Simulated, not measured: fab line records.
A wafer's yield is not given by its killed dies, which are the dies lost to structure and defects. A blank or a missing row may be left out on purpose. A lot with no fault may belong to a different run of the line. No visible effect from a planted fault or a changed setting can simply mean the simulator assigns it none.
Struck lot and sound lot, side by side -- flow ritCmos -- 21 steps out of a route of 202
Sound: wafers L194.1, L194.2, L194.3. Wafers struck: L199.2, L199.3, L199.5. The cause comes at the end.
Each step with rows lists, per side, the tool, then ch with its chambers, then its first start. Under that, the readings that differ: sound wafers -- struck wafers -- difference of the means -- sigmas: that difference in standard deviations of wafers without a fault.
alike: words and numbers the same on both sides, and readings whose means are apart by under 2 such deviations; not compared: readings that were withheld, readings missing a value for some wafer, numbers with overlapping values and no deviation given by the record, and bounds like >300 which may hide the same value.
Wherever a step has rows on one side only, a row that says differs or no value, or a row with sigmas, the two part there. Non-overlapping numbers with no deviation appear without sigmas and do not part them. Lack of a reading on every wafer of one side parts them only where that side has two or more wafers.

first, 1 step without rows for these wafers: RIT_PWELL_DEVELOP_05 (develop time 68 s).
RIT_PWELL_OVL_MEAS_06:
  sound on overlay-01, day 2 17:50; struck on overlay-02, day 3 19:17
reading,sound,struck,difference,sigmas
PWELL_OVL (nm),2.9 3.0 2.7,-1.2 -1.2 -0.2,-3.7,-3
then, 2 steps without rows for these wafers: RIT_PWELL_HARDBAKE_07 (time 120 s); RIT_PWELL_IMPLANT_08.
RIT_PWELL_STRIP_09: strips in O2, time 180 s.
  sound on plasmaAsher-03 ch 0,1, day 2 18:17; struck on plasmaAsher-03 ch 0,1, day 3 19:43
  alike: drypumpMotorCurrentA
  not compared: rfHoursCounterH
RIT_PWELL_TW_MEAS_10:
  sound on filmMetro-03, day 2 18:27; struck on filmMetro-03, day 3 19:54
  alike: PWELL_TW
then, 1 step without rows for these wafers: RIT_WELLDRIVE_ANNEAL_00 (time 14700 s).
RIT_WELLDRIVE_RS_MEAS_01: a four-point-probe measurement.
  sound on filmMetro-01, day 2 23:35; struck on filmMetro-01, day 4 01:03
  alike: NWELL_RS
RIT_WELLDRIVE_RS_MEAS_02: a four-point-probe measurement.
  sound on filmMetro-01, day 2 23:43; struck on filmMetro-01, day 4 01:10
  alike: PWELL_RS
then, 3 steps without rows for these wafers: RIT_NRETRO_HMDS_00 (prime time 60 s); RIT_NRETRO_COAT_01 (resist thk 1300 nm); RIT_NRETRO_SOFTBAKE_02 (time 60 s).
RIT_NRETRO_EXPOSE_03: exposes mask M4, target cd 43900 nm.
  sound on ilineStepper-02 ch 0, day 3 00:25; struck on ilineStepper-01 ch 0, day 4 01:44
reading,sound,struck,difference,sigmas
mask,M4#0 M4#0 M4#0,M5#0 M5#0 M5#0,differs,
  alike: exposureDoseMJCm2, reticleTempC
then, 2 steps without rows for these wafers: RIT_NRETRO_PEB_04; RIT_NRETRO_DEVELOP_05 (develop time 68 s).
RIT_NRETRO_OVL_MEAS_06:
  sound on overlay-01, day 3 00:56; struck on overlay-01, day 4 02:10
reading,sound,struck,difference,sigmas
NRETRO_OVL (nm),-0.7 0.3 0.7,- - -,no value on the struck wafers,
then, 2 steps without rows for these wafers: RIT_NRETRO_HARDBAKE_07 (time 120 s); RIT_NRETRO_IMPLANT_08.
RIT_NRETRO_STRIP_09: strips in O2, time 180 s.
  sound on plasmaAsher-03 ch 0,1, day 3 01:22; struck on plasmaAsher-02 ch 0,1, day 4 02:35
  alike: drypumpMotorCurrentA
  not compared: rfHoursCounterH
RIT_NRETRO_TW_MEAS_10:
  sound on filmMetro-04, day 3 01:32; struck on filmMetro-04, day 4 03:00
reading,sound,struck,difference,sigmas
NRETRO_TW,1052 1049 1056,30 30 30,-1022,-99 or more
  not compared: hold
RIT_M1_PROBE_99:
  the record holds rows for the sound wafers here (prober-01, day 4 04:02) but none for the struck ones

== WHERE THEY PART ==
Earliest at RIT_PWELL_OVL_MEAS_06; latest, in this record, at RIT_M1_PROBE_99.

WHY: what had been put in by the simulator
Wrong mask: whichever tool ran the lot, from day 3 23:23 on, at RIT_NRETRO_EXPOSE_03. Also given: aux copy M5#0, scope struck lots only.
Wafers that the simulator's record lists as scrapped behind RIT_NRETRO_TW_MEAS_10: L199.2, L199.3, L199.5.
